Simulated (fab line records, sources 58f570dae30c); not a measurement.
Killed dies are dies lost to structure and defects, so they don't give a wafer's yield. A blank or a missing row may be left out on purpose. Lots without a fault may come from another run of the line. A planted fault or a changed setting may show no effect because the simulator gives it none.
Problem report in the 8D (eight disciplines) form, filled by code | flow berkeley_cmos170 | the parts of the form that need people (team, actions taken, sign-off) are left out

1. THE PROBLEM
V2_POLISHED_THK at UCB170_V2_THK_MEAS_04 reads a mean of 749.7 nm on 2 wafers of 2 lots; wafers without a fault read 999.6 nm with a standard deviation of 1. That is -99 or more standard deviations from the usual mean.
First seen on wafer L320.2, day 10 16:01, on film_metro-02. The record holds 42 wafers of 14 lots with a number at this step. Rule for "out", or "out of limits": more than 4 standard deviations from the usual mean. The other wafers with a number count as sound.

2. WHAT IT IS AND WHAT IT IS NOT
question                    | is                           | is not
which readings at this step | V2_POLISHED_THK              | -
which lots                  | L319, L320                   | L309, L310, L311, L313, L314, L315, L317, L318, L321, L322, L323, L331
which wafers of those lots  | L319.4, L320.2               | L319.3, L319.6, L320.3, L320.4
read on which gauges        | film_metro-01, film_metro-02 | film_metro-04
when                        | from day 10 16:01            | up to then (32 sound wafers); but 8 sound wafers of L319, L321, L331 came after

3. SUSPECTS, AND WHAT RULES EACH OUT
Counting: a tool at a process step up to the reading stays a suspect if it ran every lot that is out. Sound lots after the first of them don't rule it out here, since some wafers of a struck lot are sound.
- the gauge at UCB170_V2_THK_MEAS_04: ruled out. The wafers that are out were read on 2 gauges (film_metro-01, film_metro-02).
- cmp-02 at UCB170_V2_CMP_02 (polishes SiO2): kept. It ran every lot that is out, first L320 (day 10 15:35); its last sound lot up to then is L323 (day 10 14:51).
- Within cmp-02 at UCB170_V2_CMP_02: the wafers that are out ran in chamber 0; their sound lot-mates ran in chambers 1, 2, 3.
Left after counting: cmp-02 at UCB170_V2_CMP_02.

4. THE CAUSE (what the simulator had put in)
Process parameter drift: cmp-02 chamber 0, from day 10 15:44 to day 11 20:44, at UCB170_V2_CMP_02. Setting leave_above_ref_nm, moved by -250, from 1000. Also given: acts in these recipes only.
Counting left only this tool.

5. THE CHAIN OF EFFECTS, in route order
Each row: a reading whose mean over the struck wafers that have a number lies more than 3 standard deviations from the usual. Only readings for which the record gives a usual standard deviation are gone through. hours: the time from each lot's start at the first step in this table that gives one to its start at this step, as a median over the lots. sigmas: the change in usual standard deviations.
hours | step                  | reading         | usual      | on struck wafers | change | sigmas
0     | UCB170_V2_THK_MEAS_04 | V2_POLISHED_THK | 999.6 nm   | 749.7            | -249.9 | -99 or more
3     | UCB170_V2_ETCH_14     | oes_product_au  | 0.870 a.u. | 0.736            | -0.134 | -9.6
The process steps in it:
- UCB170_V2_ETCH_14: etches SiO2 in CHF3/CF4/Ar, stops on Al, target depth 1250 nm, time 291 s.
Later measuring or inspecting steps at which every struck wafer that the step has a row for has a number for every such reading, and none has moved that far: UCB170_V2_OVL_MEAS_13.

6. WHAT WOULD HAVE CAUGHT IT SOONER
In this record the first reading out of limits at a measuring or inspecting step was taken at day 10 16:01, 0 hours after the fault began at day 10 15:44.
Of the tool readings at UCB170_V2_CMP_02 for which the record gives a usual standard deviation, none was out on any struck wafer, so an alarm limit of 4 standard deviations on them would not have fired.
All the lots that are out (2) had begun UCB170_V2_CMP_02 on cmp-02 by day 10 16:01. A hold on the tool at that time would have spared none of them.
